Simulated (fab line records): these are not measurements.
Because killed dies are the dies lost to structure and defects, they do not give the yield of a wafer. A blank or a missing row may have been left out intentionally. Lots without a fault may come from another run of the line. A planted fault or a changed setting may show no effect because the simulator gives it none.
Chamber matching :: flow berkeley-cmos170 :: UCB170_ACTIVE_ETCH_15 on rie-diel-02: 4 sister chambers
The step etches Si3N4 in CH3F/Ar/O2, stops on SiO2, target depth 242 nm, time 151 s. 4 wafers are shown with their chamber, then 7 later ones without.

== WAFERS WITH THEIR CHAMBER ==
wafer: L490.5
chamber: 0
drypump-motor-current-A (A): 5.4

wafer: L490.6
chamber: 3
drypump-motor-current-A (A): 5.2

wafer: L492.3
chamber: 2
drypump-motor-current-A (A): 6.3

wafer: L492.5
chamber: 1
drypump-motor-current-A (A): 5.3

== WAFERS WHOSE CHAMBER IS MISSING ==
wafer: L492.6
drypump-motor-current-A (A): 6.3

wafer: L493.2
drypump-motor-current-A (A): 5.2

wafer: L493.5
drypump-motor-current-A (A): 5.2

wafer: L493.6
drypump-motor-current-A (A): 6.3

wafer: L500.1
drypump-motor-current-A (A): 5.5

wafer: L500.2
drypump-motor-current-A (A): 5.3

wafer: L500.6
drypump-motor-current-A (A): 6.3

== THE CHAMBER EACH PASSED THROUGH ==
wafer: L492.6
from the rows above: 2
in truth: 2

wafer: L493.2
from the rows above: 3
in truth: 3

wafer: L493.5
from the rows above: 3
in truth: 3

wafer: L493.6
from the rows above: 2
in truth: 2

wafer: L500.1
from the rows above: 0
in truth: 0

wafer: L500.2
from the rows above: 1
in truth: 1

wafer: L500.6
from the rows above: 2
in truth: 2
Correctly placed: 7 of 7. Left unplaced by these rows: 0. 0 placed wrongly.
How it was worked out, from the rows above alone: a wafer's distance from a chamber is the root of the sum, over the readings, of the square of ((its reading less the chamber's mean) divided by the reading's scatter). If the next closest chamber is less than 2 further off than the closest, the wafer can't be placed; otherwise it belongs to the closest. For every chamber, the mean is computed from those of its wafers that are shown. The scatter: root of mean squared gap, hidden wafer to nearest shown wafer, with one shown wafer a chamber.
